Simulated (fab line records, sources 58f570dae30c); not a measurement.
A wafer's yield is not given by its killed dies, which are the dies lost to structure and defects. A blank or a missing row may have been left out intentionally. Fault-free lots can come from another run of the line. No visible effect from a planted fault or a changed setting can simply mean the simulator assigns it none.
Code-filled problem report in 8D (eight disciplines) form :: flow berkeley-cmos170 :: the parts of the form that need people (team, actions taken, sign-off) are left out

## 1. THE ISSUE
Wafers without a fault read 698.7 W, standard deviation 2.1; rf-fwd-power-W at UCB170_V1_ETCH_14 reads a mean of 611.8 W on 2 wafers belonging to 2 lots. That is -41 standard deviations from the usual mean.
The step: etches SiO2 in CHF3/CF4/Ar, stops on Al, target depth 1250 nm, time 291 s.
First seen on wafer L142.5, day 12 09:39, on rie-diel-03. At this step, 18 wafers from 6 lots have a number in the record. Rule for "out", or "out of limits": more than 4 standard deviations from the usual mean. Any other wafer with a number is counted as sound.

## 2. WHAT IT IS, AND WHAT IT ISN'T
question: which readings at this step
is: rf-fwd-power-W
is not: drypump-motor-current-A, oes-product-au, throttle-valve-pct

question: which lots
is: L141, L142
is not: L127, L129, L145, L146

question: which wafers of those lots
is: L141.4, L142.5
is not: L141.2, L141.6, L142.3, L142.4

question: read on which tools
is: rie-diel-03
is not: rie-diel-02, rie-diel-04

question: when
is: from day 12 09:39
is not: up to then (8 sound wafers); but 8 sound wafers of L141, L145, L146 came after

## 3. THE SUSPECTS, EACH WITH WHAT RULES IT OUT
Counting: if a tool at a process step up to the reading ran every lot that is out, it stays a suspect. Sound lots after the first of them don't rule it out here, since some wafers of a struck lot are sound.
- rie-diel-03 at UCB170_V1_ETCH_14 (etches SiO2 in CHF3/CF4/Ar, stops on Al, target depth 1250 nm, time 291 s): kept. It ran every lot that is out, first L142 (day 12 09:39); its last sound lot up to then is L129 (day 9 17:11). On those wafers its own readings are out: rf-fwd-power-W.
- At UCB170_V1_ETCH_14, inside rie-diel-03: chamber 0 took the wafers that are out, while their sound lot-mates went through chambers 2, 3.
The count leaves rie-diel-03 at UCB170_V1_ETCH_14.

## 4. THE CAUSE (what the simulator had put in)
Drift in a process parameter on rie-diel-03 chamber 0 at UCB170_V1_ETCH_14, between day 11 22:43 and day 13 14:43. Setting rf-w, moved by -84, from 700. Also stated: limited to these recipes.
Counting left only this tool.

## 5. SEQUENCE OF EFFECTS, ordered by route
One row per reading whose mean, taken over the struck wafers that have a number, lies over 3 standard deviations from the usual. Only readings whose record carries a usual standard deviation are examined. hours: median over the lots of the time between each lot's start at the first step of this table that gives one and its start at this step. sigmas: the change, counted in usual standard deviations.
hours: 0
step: UCB170_V1_ETCH_14
reading: rf-fwd-power-W
usual: 698.7 W
on struck wafers: 611.8
change: -87.0
sigmas: -41
It contains these process steps:
- UCB170_V1_ETCH_14: etches SiO2 in CHF3/CF4/Ar, stops on Al, target depth 1250 nm, time 291 s.

## 6. WHAT WOULD HAVE CAUGHT IT SOONER
The fault began at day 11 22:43; the first out-of-limits reading in this record came at day 12 09:39, 11 hours later.
